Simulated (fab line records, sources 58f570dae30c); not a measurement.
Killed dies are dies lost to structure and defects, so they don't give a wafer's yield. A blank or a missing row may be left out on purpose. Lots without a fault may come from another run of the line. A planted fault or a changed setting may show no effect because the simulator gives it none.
A struck lot beside a sound one | flow berkeley_cmos170 | 14 steps out of a route of 331
Sound: wafers L771.1, L771.2, L771.6. Struck: wafers L757.2, L757.3, L757.6. The cause comes at the end.
At each step with rows: each side's tool, then ch and its chambers, then its first start. Under that, the readings that differ: sound wafers | struck wafers | difference of the means | sigmas: that difference in standard deviations of wafers without a fault.
alike: readings whose means differ by less than 2 such deviations, and words and numbers that are the same on both sides. not compared: withheld readings, readings that some wafer has no value for, bounds like >300 that may hide the same value, and numbers for which the record gives no deviation and whose values overlap.
The two part at a step that has a row with sigmas, a row that says differs or no value, or rows on one side only. Numbers that don't overlap but have no deviation are shown without sigmas and don't part them. A reading that every wafer of one side lacks parts them only if that side has two wafers or more.

first, 5 steps without rows for these wafers: UCB170_NWELL_WET_ETCH_18 (etches Si3N4 in H3PO4, time 14400 s); UCB170_NWELL_WET_ETCH_19 (etches SiO2 in BOE, time 22 s); UCB170_PWELL_CLEAN_00 (cleans in SPM, time 600 s); UCB170_PWELL_CLEAN_01 (cleans in dHF, time 60 s); UCB170_PWELL_OXIDATION_02 (target thk 26.4 nm, ox time 1260 s).
UCB170_PWELL_THK_MEAS_03:
  sound on film_metro-02, day 7 05:12; struck on film_metro-03, day 4 10:59
  alike: PWELL_OXIDE_THK
then, 2 steps without rows for these wafers: UCB170_PWELL_ANNEAL_04 (time 900 s); UCB170_PWELL_CVD_05 (deposits Si3N4 from SiH2Cl2/NH3, target thk 220 nm, time 3300 s).
UCB170_PWELL_THK_MEAS_06:
  sound on film_metro-03, day 7 11:34; struck on film_metro-02, day 4 18:44
  alike: PWELL_NITRIDE_THK
then, 3 steps without rows for these wafers: UCB170_PWELL_HMDS_07 (prime time 60 s); UCB170_PWELL_COAT_08 (resist thk 900 nm); UCB170_PWELL_SOFTBAKE_09 (time 60 s).
UCB170_PWELL_EXPOSE_10: exposes mask PWELL, target cd 3000 nm.
  sound on krf_scanner-01 ch 0, day 7 12:13; struck on krf_scanner-02, day 4 19:29
  no value came back on the struck wafers for exposure_dose_mJ_cm2, focus_offset_nm (nm), stage_vel_mm_s (mm/s); on the sound wafers exposure_dose_mJ_cm2 reads 18.982 18.966 18.997
  alike: mask
UCB170_PWELL_PEB_11:
  sound on litho_track-01 ch 0, day 7 12:32; struck on litho_track-04 ch 0, day 4 20:03
  alike: plate_sensor_t_centre_C, plate_sensor_t_edge_C

WHERE THEY PART
Only at UCB170_PWELL_EXPOSE_10, within this record. Later steps at which nothing parts them and some readings are alike: UCB170_PWELL_PEB_11.

WHY: what the simulator had put in
Skipped step whole: krf_scanner-02, from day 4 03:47 on, at UCB170_PWELL_EXPOSE_10. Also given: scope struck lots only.
